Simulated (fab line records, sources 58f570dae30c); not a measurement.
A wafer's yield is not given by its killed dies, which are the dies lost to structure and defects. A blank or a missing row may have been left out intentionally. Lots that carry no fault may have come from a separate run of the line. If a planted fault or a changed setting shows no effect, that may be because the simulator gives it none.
fab line records	flow berkeleyCmos170
[record] lots = 5	wafers = 15	lastDay = 12
route steps=331 shown M1@246 V1@254
lots with no fault: from the same line, run without faults
startH: start of the lot's first displayed wafer, in hours after the record's first day	waitH: time in hours since the lot's previous step	" repeats the value in the row above	L1.1+2: several wafers, shown together as one row	- either no value or no given start	* or withheld: withheld	< > ~ a bound
route shown NAME@n: a module of which the file shows steps, and the number in the route of the first	usual: mean/standard deviation of fault-free wafers	same: alike in all rows	chamber/n: place in a boat	sites: readings site by site	_std_site: their standard deviation	_edge_site: outer sites' mean less inner sites'	radiusMm: for every site, how far away it sits from the centre of the wafer	mask NAME#n: copy n	behind: the tool/chamber that last shaped the wafer	hold: why the lot was held/for how many hours/how that ended	device: transistor that didn't switch, given as n, p or np	end of line: at the end of the route, the tests of the same wafers	step lacking rows: just its recipe	killed: dies lost to structure and defects at the first sort, not the wafer's yield	map: dies across one wafer; x = killed, . = not, _ = none there
set.NAME: setting as actually run; set.NAME@STEP: the setting as run at that earlier step	model.NAME: the simulator's own value behind a step, which no gauge read
lots at some steps of the route; a table a step, a row a wafer
services: a tool's chamber out of use, with start hour (startH, from the record's first day; less than 0 if before it), hours out, and reason
[[steps]]
[step UCB170_M1_DEVELOP_08]
[recipe] developer = TMAH	developTimeS = 45	resist = KrF	devTempC = 21
lot.wafer	tool	chamber	startH	waitH
L074.3+4+6	lithoTrack-03	0	-	-
L083.1+3+6	lithoTrack-01	0	-	-
L090.1+2+6	lithoTrack-01	0	-	-
L088.1+3+5	lithoTrack-04	0	-	-
L093.1+3+5	lithoTrack-04	0	-	-
[step UCB170_M1_CD_MEAS_09]
[recipe] targetCdNm = 700
[usual] cdNm = 700.1/1.3
lot.wafer	tool	chamber	startH	waitH	cdNm
L074.3	cdSem-01	-	159.01	-	702.1
L074.4	"	-	"	"	700.8
L074.6	"	-	"	"	701.1
L083.1	cdSem-02	-	197.16	-	699.6
L083.3	"	-	"	"	698.6
L083.6	"	-	"	"	699.5
L090.1	cdSem-02	-	246.03	-	697.7
L090.2	"	-	"	"	700.2
L090.6	"	-	"	"	698.9
L088.1	cdSem-01	-	246.35	-	699.1
L088.3	"	-	"	"	698.3
L088.5	"	-	"	"	698.3
L093.1	cdSem-02	-	255.51	-	699.6
L093.3	"	-	"	"	701.0
L093.5	"	-	"	"	700.8
[step UCB170_M1_OVL_MEAS_10]
[usual] M1_OVL = 1/5.6
lot.wafer	tool	chamber	startH	waitH	M1_OVL[nm]
L074.3	overlay-01	-	159.10	0.1	0
L074.4	"	-	"	"	8
L074.6	"	-	"	"	4
L083.1	overlay-02	-	197.28	0.1	1
L083.3	"	-	"	"	-1
L083.6	"	-	"	"	1
L090.1	overlay-01	-	246.15	0.1	9
L090.2	"	-	"	"	12
L090.6	"	-	"	"	12
L088.1	overlay-02	-	246.47	0.1	5
L088.3	"	-	"	"	1
L088.5	"	-	"	"	4
L093.1	overlay-02	-	255.63	0.1	1
L093.3	"	-	"	"	4
L093.5	"	-	"	"	5
[step UCB170_M1_ETCH_11]
[recipe] chemistry = N2/H2	targetDepthA = withheld	overetchA = withheld	target = BARC	timeS = withheld	sourceW = 500	biasW = 100	pressureMtorr = 30	n2FlowSccm = 100	h2FlowSccm = 200
[usual] drypumpMotorCurrentA = 5.8/0.47	oesProductAu = 0.997/0.015	throttleValvePct = 13.26/0.19
lot.wafer	tool	chamber	startH	waitH	drypumpMotorCurrentA	oesProductAu	throttleValvePct
L074.3	rieDiel-03	1	159.13	0.0	6.6	1.025	13.12
L074.4	"	3	"	"	5.3	0.998	13.15
L074.6	"	3	"	"	5.3	1.009	13.15
L083.1	rieDiel-01	0	197.31	0.0	5.6	0.995	13.55
L083.3	"	3	"	"	5.1	1.007	13.01
L083.6	"	0	"	"	5.6	0.999	13.55
L090.1	rieDiel-03	0	246.18	0.0	6.2	0.985	13.51
L090.2	"	3	"	"	5.3	1.006	13.16
L090.6	"	3	"	"	5.3	1.002	13.14
L088.1	rieDiel-02	3	246.50	0.0	5.9	0.983	13.51
L088.3	"	1	"	"	5.7	1.006	13.28
L088.5	"	1	"	"	5.7	1.002	13.29
L093.1	rieDiel-02	2	255.67	0.0	5.5	0.995	12.97
L093.3	"	3	"	"	6.0	0.992	13.51
L093.5	"	2	"	"	5.5	1.009	12.98
[step UCB170_M1_METAL_ETCH_12]
[recipe] chemistry = Cl2/BCl3	target = Al	stopOn = PSG	pressureMtorr = 12	targetDepthA = 7800	overEtchFrac = 0.3	timeS = 130	icpW = 600	biasW = 120	Cl2_flow_sccm = 90	bcl3FlowSccm = 45
[usual] drypumpMotorCurrentA = 5.6/0.39	heBacksideLeakSccm = 3.28/0.29	oesProductAu = 0.862/0.0093	throttleValvePct = 24.18/0.22
[same] timeS = 130
lot.wafer	tool	chamber	startH	waitH	drypumpMotorCurrentA	heBacksideLeakSccm	oesProductAu	rfHoursCounterH	throttleValvePct
L074.3	rieMetal-01	0	159.21	-	5.1	3.13	0.862	-	24.11
L074.4	"	1	"	"	5.9	3.46	0.857	-	24.28
L074.6	"	1	"	"	5.9	3.39	0.862	-	24.28
L083.1	rieMetal-01	1	197.35	-	5.9	3.01	0.868	2	24.28
L083.3	"	0	"	"	5.1	3.39	0.853	-	24.09
L083.6	"	0	"	"	5.1	3.07	0.866	-	24.11
L090.1	rieMetal-03	0	246.23	-	5.4	3.54	0.848	4	23.93
L090.2	"	1	"	"	6.2	3.08	0.856	8	24.53
L090.6	"	0	"	"	5.4	3.54	0.849	-	23.93
L088.1	rieMetal-02	0	246.55	-	5.5	3.15	0.885	11	24.27
L088.3	"	0	"	"	5.5	3.25	0.875	-	24.25
L088.5	"	1	"	"	5.3	3.12	0.862	-	23.95
L093.1	rieMetal-03	1	255.71	-	6.2	3.11	0.867	8	24.55
L093.3	"	0	"	"	5.4	3.50	0.848	-	23.94
L093.5	"	1	"	"	6.2	3.22	0.865	-	24.55
[step UCB170_M1_STRIP_13]
[recipe] chemistry = O2	powerW = 400	pressureMtorr = 3500	platenTempC = withheld	o2FlowSccm = 400	overashFraction = 0.5
[usual] drypumpMotorCurrentA = 6.0/0.46	oesProductAu = 0.721/0.0045
lot.wafer	tool	chamber	startH	waitH	drypumpMotorCurrentA	oesProductAu	rfHoursCounterH
L074.3	plasmaAsher-03	1	159.33	0.1	5.2	0.720	-
L074.4	"	0	"	"	5.3	0.721	-
L074.6	"	0	"	"	5.2	0.712	-
L083.1	plasmaAsher-03	1	197.49	0.1	5.2	0.719	51
L083.3	"	0	"	"	5.2	0.717	-
L083.6	"	0	"	"	5.3	0.716	-
L090.1	plasmaAsher-01	1	246.36	0.1	6.6	0.720	15
L090.2	"	0	"	"	5.7	0.724	15
L090.6	"	0	"	"	5.7	0.719	-
L088.1	plasmaAsher-04	0	246.68	0.1	6.2	0.718	41
L088.3	"	0	"	"	6.2	0.717	-
L088.5	"	0	"	"	6.2	0.722	-
L093.1	plasmaAsher-01	0	255.84	0.1	5.6	0.728	16
L093.3	"	1	"	"	6.5	0.719	-
L093.5	"	1	"	"	6.6	0.729	-
[step UCB170_M1_CD_MEAS_90]
[recipe] targetCdNm = 700
[usual] cdNm = 699.7/2.1
lot.wafer	tool	chamber	startH	waitH	cdNm
L074.3	cdSem-01	-	159.44	0.1	702.6
L074.4	"	-	"	"	700.9
L074.6	"	-	"	"	700.8
L083.1	cdSem-01	-	197.59	0.1	700.0
L083.3	"	-	"	"	699.2
L083.6	"	-	"	"	698.4
L090.1	cdSem-02	-	246.46	0.1	695.7
L090.2	"	-	"	"	700.9
L090.6	"	-	"	"	698.0
L088.1	cdSem-01	-	246.78	0.1	698.2
L088.3	"	-	"	"	699.2
L088.5	"	-	"	"	698.2
L093.1	cdSem-01	-	255.94	0.1	697.7
L093.3	"	-	"	"	699.0
L093.5	"	-	"	"	698.6
[step UCB170_M1_ANNEAL_14]
[recipe] tempC = 400	timeS = 1200	ambient = formingGas
[usual] zonePowerLoadPct = 5.3/0.67
[same] timeS = 1200
lot.wafer	tool	chamber	startH	waitH	zonePowerLoadPct
L074.3	-	-	162.46	3.0	6.0
L074.4	"	-	"	"	5.9
L074.6	"	-	"	"	5.9
L083.1	-	-	201.35	3.7	4.5
L083.3	"	-	"	"	4.6
L083.6	"	-	"	"	4.6
L088.1	-	-	247.01	0.2	4.6
L088.3	"	-	"	"	4.6
L088.5	"	-	"	"	4.6
L090.1	-	-	247.01	0.5	4.6
L090.2	"	-	"	"	4.5
L090.6	"	-	"	"	4.7
L093.1	-	-	259.39	3.4	4.7
L093.3	"	-	"	"	4.7
L093.5	"	-	"	"	4.6
[step UCB170_V1_CVD_00]
[recipe] material = SiO2	targetThkNm = 2000	tempC = 390	precursor = TEOS/O2	timeS = 250	rfW = 550	pressureMtorr = 9000
[usual] heaterPowerW = 238/52	pressureMtorr = 9000/17
[same] timeS = 250
lot.wafer	tool	chamber	startH	waitH	heaterPowerW	pressureMtorr
L074.3	pecvd-02	2	163.79	0.0	237	8998
L074.4	"	1	"	"	177	9008
L074.6	"	0	"	"	278	9010
L083.1	pecvd-02	0	202.68	0.0	207	9019
L083.3	"	1	"	"	209	9003
L083.6	"	1	"	"	264	8995
L088.1	pecvd-03	0	248.34	0.0	257	9004
L088.3	"	1	"	"	329	9013
L088.5	"	1	"	"	282	9016
L090.1	pecvd-04	1	248.34	0.0	267	9012
L090.2	"	0	"	"	248	8986
L090.6	"	2	"	"	136	9003
L093.1	pecvd-04	1	260.73	0.0	243	9015
L093.3	"	0	"	"	249	8996
L093.5	"	0	"	"	185	9016
[step UCB170_V1_THK_MEAS_01]
[recipe] reads = SiO2_of_V1_CVD_00
[usual] V1_TEOS_THK = 2008/27
lot.wafer	tool	chamber	startH	waitH	V1_TEOS_THK[nm]
L074.3	filmMetro-01	-	163.97	0.1	1977
L074.4	"	-	"	"	2003
L074.6	"	-	"	"	1997
L083.1	filmMetro-04	-	202.84	0.1	2028
L083.3	"	-	"	"	2011
L083.6	"	-	"	"	2039
L088.1	filmMetro-01	-	248.50	0.1	2006
L088.3	"	-	"	"	1996
L088.5	"	-	"	"	2020
L090.1	filmMetro-04	-	248.50	0.1	1991
L090.2	"	-	"	"	1966
L090.6	"	-	"	"	2026
L093.1	filmMetro-04	-	260.88	0.1	1964
L093.3	"	-	"	"	1949
L093.5	"	-	"	"	1990
[step UCB170_V1_CMP_02]
[recipe] material = SiO2	downForcePsi = 6	platenRpm = 60	padVelocityMS = 0.75398
[usual] motorCurrentA = 16.5/1.3
lot.wafer	tool	chamber	startH	waitH	motorCurrentA
L074.4	cmp-01	3	164.01	0.0	17.3
L074.3	"	0	"	"	15.1
L074.6	"	0	"	"	16.0
L083.3	cmp-02	1	203.20	0.3	15.3
L083.1	"	2	"	"	15.3
L083.6	"	2	"	"	16.3
L088.3	cmp-02	0	248.56	0.0	17.1
L088.1	"	2	"	"	15.9
L088.5	"	0	"	"	15.8
L090.1	cmp-01	2	248.86	0.3	18.7
L090.2	"	3	"	"	16.7
L090.6	"	2	"	"	19.1
L093.1	cmp-01	1	261.04	0.1	17.2
L093.3	"	2	"	"	18.7
L093.5	"	3	"	"	16.5
[step UCB170_V1_BOW_MEAS_03]
[recipe] mode = bow
[usual] V1_BOW = 19/7
lot.wafer	tool	chamber	startH	waitH	V1_BOW[um]
L074.3	filmMetro-01	-	164.35	0.2	29
L074.4	"	-	"	"	40
L074.6	"	-	"	"	20
L083.1	filmMetro-04	-	203.50	0.2	26
L083.3	"	-	"	"	17
L083.6	"	-	"	"	30
L088.1	filmMetro-04	-	248.86	0.1	16
L088.3	"	-	"	"	13
L088.5	"	-	"	"	15
L090.1	filmMetro-02	-	249.16	0.2	9
L090.2	"	-	"	"	16
L090.6	"	-	"	"	25
L093.1	filmMetro-02	-	261.24	0.1	8
L093.3	"	-	"	"	27
L093.5	"	-	"	"	17
[step UCB170_V1_THK_MEAS_04]
[recipe] reads = SiO2_of_V1_CVD_00
[usual] V1_POLISHED_THK = 999.8/1.2
lot.wafer	tool	chamber	startH	waitH	V1_POLISHED_THK[nm]
L074.3	filmMetro-01	-	164.45	0.1	1001.1
L074.4	"	-	"	"	1002.1
L074.6	"	-	"	"	1000.5
L083.1	filmMetro-04	-	203.62	0.1	1000.1
L083.3	"	-	"	"	999.6
L083.6	"	-	"	"	998.5
L088.1	filmMetro-04	-	248.98	0.1	999.9
L088.3	"	-	"	"	999.8
L088.5	"	-	"	"	1000.2
L090.1	filmMetro-02	-	249.28	0.1	999.4
L090.2	"	-	"	"	998.8
L090.6	"	-	"	"	1000.3
L093.1	filmMetro-02	-	261.36	0.1	999.7
L093.3	"	-	"	"	999.3
L093.5	"	-	"	"	998.9
[step UCB170_V1_CLEAN_05]
[recipe] chemistry = DIW
lot.wafer	tool	chamber	startH	waitH
L074.3+4+6	wetBench-01	2	164.49	0.0
L083.1+3+6	wetBench-01	3	203.83	0.2
L088.1+3+5	wetBench-02	1	249.04	0.1
L090.1+2+6	wetBench-02	2	249.34	0.1
L093.1+3+5	wetBench-02	1	261.42	0.1
[step UCB170_V1_HMDS_06]
[recipe] primeTimeS = 60	primeTempC = 100
lot.wafer	tool	chamber	startH	waitH
L074.3+4+6	lithoTrack-02	0	164.73	0.1
L083.1+3+6	lithoTrack-03	0	204.34	0.3
L088.1+3+5	lithoTrack-04	0	249.48	0.3
L090.1+2+6	lithoTrack-03	0	250.17	0.7
L093.1+3+5	lithoTrack-04	0	262.00	0.4
[step UCB170_V1_COAT_07]
[recipe] resist = KrF	spinRpm = 1500	resistThkNm = 900
lot.wafer	tool	chamber	startH	waitH
L074.3+4+6	lithoTrack-02	0	164.88	0.1
L083.1+3+6	lithoTrack-03	0	204.49	0.1
L088.1+3+5	lithoTrack-04	0	249.63	0.1
L090.1+2+6	lithoTrack-03	0	250.32	0.1
L093.1+3+5	lithoTrack-04	0	262.15	0.1
[step UCB170_V1_SOFTBAKE_08]
[recipe] resist = KrF	tempC = 130	timeS = 60
[same] timeS = 60
lot.wafer	tool	chamber	startH	waitH
L074.3+4+6	lithoTrack-02	0	165.03	0.1
L083.1+3+6	lithoTrack-03	0	204.64	0.1
L088.1+3+5	lithoTrack-04	0	249.78	0.1
L090.1+2+6	lithoTrack-03	0	250.47	0.1
L093.1+3+5	lithoTrack-04	0	262.30	0.1
[step UCB170_V1_EXPOSE_09]
[recipe] maskId = VIA1	targetCdNm = 700	na = 0.5	sigmaOuter = 0.6	sourceShape = conventional	doseMj = 37
[usual] focusOffsetNm = 0.0/0.63
[same] na = 0.5
lot.wafer	tool	chamber	startH	waitH	mask	focusOffsetNm
L074.3	krfScanner-02	0	165.29	0.2	VIA1#0	-1.0
L074.4	"	0	"	"	VIA1#0	-0.5
L074.6	"	0	"	"	VIA1#0	-1.0
L083.1	krfScanner-01	0	205.12	0.4	VIA1#0	-0.6
L083.3	"	0	"	"	VIA1#0	-0.6
L083.6	"	0	"	"	VIA1#0	0.4
L088.1	krfScanner-02	0	250.26	0.5	VIA1#0	0.6
L088.3	"	0	"	"	VIA1#0	0.7
L088.5	"	0	"	"	VIA1#0	-0.1
L090.1	krfScanner-01	0	250.75	0.2	VIA1#0	-0.1
L090.2	"	0	"	"	VIA1#0	0.0
L090.6	"	0	"	"	VIA1#0	0.1
L093.1	krfScanner-02	0	262.45	0.1	VIA1#0	0.1
L093.3	"	0	"	"	VIA1#0	0.6
L093.5	"	0	"	"	VIA1#0	0.3
[[services]]
tool	chamber	startH	hours	kind
pecvd-04	-	135.61	14.0	pm
rieDiel-02	2	139.37	2.4	repair
krfScanner-02	-	141.38	1.3	pm
rieDiel-02	-	142.58	0.1	repair
rieDiel-02	0	143.66	12.6	repair
cmp-02	-	144.83	6.5	repair
furnace-01	-	148.81	3.3	pm
krfScanner-02	-	149.68	1.0	pm
rieMetal-01	-	150.18	0.8	repair
krfScanner-02	-	156.25	0.3	repair
krfScanner-01	-	172.36	1.0	pm
furnace-04	-	195.03	3.7	pm
cmp-02	-	212.16	5.6	repair
krfScanner-02	-	214.71	3.0	pm
rieDiel-02	-	218.60	14.6	pm
cmp-01	-	221.58	0.4	repair
rieDiel-03	-	223.06	2.8	pm
krfScanner-02	-	231.60	0.8	pm
cmp-02	-	232.00	4.0	pm
krfScanner-02	-	233.50	4.4	pm
krfScanner-01	-	233.51	2.6	repair
pecvd-02	-	242.99	1.4	repair
rieDiel-03	2	254.67	11.5	repair
plasmaAsher-01	-	257.30	2.8	pm
[[key]]
fault none
